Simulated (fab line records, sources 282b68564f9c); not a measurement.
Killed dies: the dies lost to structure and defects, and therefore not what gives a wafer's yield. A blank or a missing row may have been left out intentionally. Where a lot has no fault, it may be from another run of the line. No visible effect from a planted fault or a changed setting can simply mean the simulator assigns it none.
Split-lot study | flow rit_cmos | route with 202 steps; 5 lots, 23 wafers read

## THE SPLIT ITSELF
At RIT_GATE_OXIDATION_05 (target thk 3 nm, ox time 270 s), the setting ox_time_s was moved away from the recipe's 270 s on 15 of the 23 wafers read, by -14.9% to -4.6%. All remaining wafers had this setting at the recipe value.

The split's own step is where the reading is taken.

## THE READING
SiO2_of_GATE_OXIDATION_05.thk_nm (the simulator's own value, which no gauge read), in nm, at RIT_GATE_OXIDATION_05 (target thk 3 nm, ox time 270 s). The file does not state a usual value for it. Here, 8 wafers ran the recipe; their average is 3.029 nm with a standard deviation of 0.091 nm.

wafer  | tool, chamber at the split | ox_time_s as run, s | against the recipe | SiO2_of_GATE_OXIDATION_05.thk_nm, nm | against lot-mates on the recipe
L075.2 | -, -                       | 257.6               | -4.6%              | 2.848                                | no lot-mate on the recipe
L075.3 | -, -                       | 257.6               | -4.6%              | 2.793                                | no lot-mate on the recipe
L075.4 | -, -                       | 257.6               | -4.6%              | 2.779                                | no lot-mate on the recipe
L075.5 | -, -                       | 257.6               | -4.6%              | 2.78                                 | no lot-mate on the recipe
L075.6 | -, -                       | 257.6               | -4.6%              | 2.749                                | no lot-mate on the recipe
L077.1 | -, -                       | 229.9               | -14.9%             | 2.685                                | no lot-mate on the recipe
L077.2 | -, -                       | 229.9               | -14.9%             | 2.709                                | no lot-mate on the recipe
L077.4 | -, -                       | 229.9               | -14.9%             | 2.676                                | no lot-mate on the recipe
L077.5 | -, -                       | 229.9               | -14.9%             | 2.661                                | no lot-mate on the recipe
L077.6 | -, -                       | 229.9               | -14.9%             | 2.753                                | no lot-mate on the recipe
L079.1 | -, -                       | 236.6               | -12.4%             | 2.734                                | no lot-mate on the recipe
L079.2 | -, -                       | 236.6               | -12.4%             | 2.687                                | no lot-mate on the recipe
L079.3 | -, -                       | 236.6               | -12.4%             | 2.728                                | no lot-mate on the recipe
L079.4 | -, -                       | 236.6               | -12.4%             | 2.761                                | no lot-mate on the recipe
L079.5 | -, -                       | 236.6               | -12.4%             | 2.717                                | no lot-mate on the recipe
L083.1 | furnace-03, 0              | 270                 | recipe             | 2.913                                | -
L083.3 | furnace-03, 0              | 270                 | recipe             | 2.904                                | -
L083.5 | furnace-03, 0              | 270                 | recipe             | 2.925                                | -
L085.1 | -, -                       | 270                 | recipe             | 3.107                                | -
L085.2 | -, -                       | 270                 | recipe             | 3.098                                | -
L085.3 | -, -                       | 270                 | recipe             | 3.061                                | -
L085.4 | -, -                       | 270                 | recipe             | 3.134                                | -
L085.6 | -, -                       | 270                 | recipe             | 3.089                                | -

THE FIT
A straight line over all 23 wafers: SiO2_of_GATE_OXIDATION_05.thk_nm changes by +0.0214 nm for each +1% of ox_time_s; r = +0.86; the points scatter about the line by 0.084 nm.
Too few moved wafers have a lot-mate on the recipe to fit a line with each lot's own level taken away.

## THE FILE'S OWN FIT
SiO2_of_GATE_OXIDATION_05.thk_nm changes by +0.0214 nm for each +1% of ox_time_s, r = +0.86.
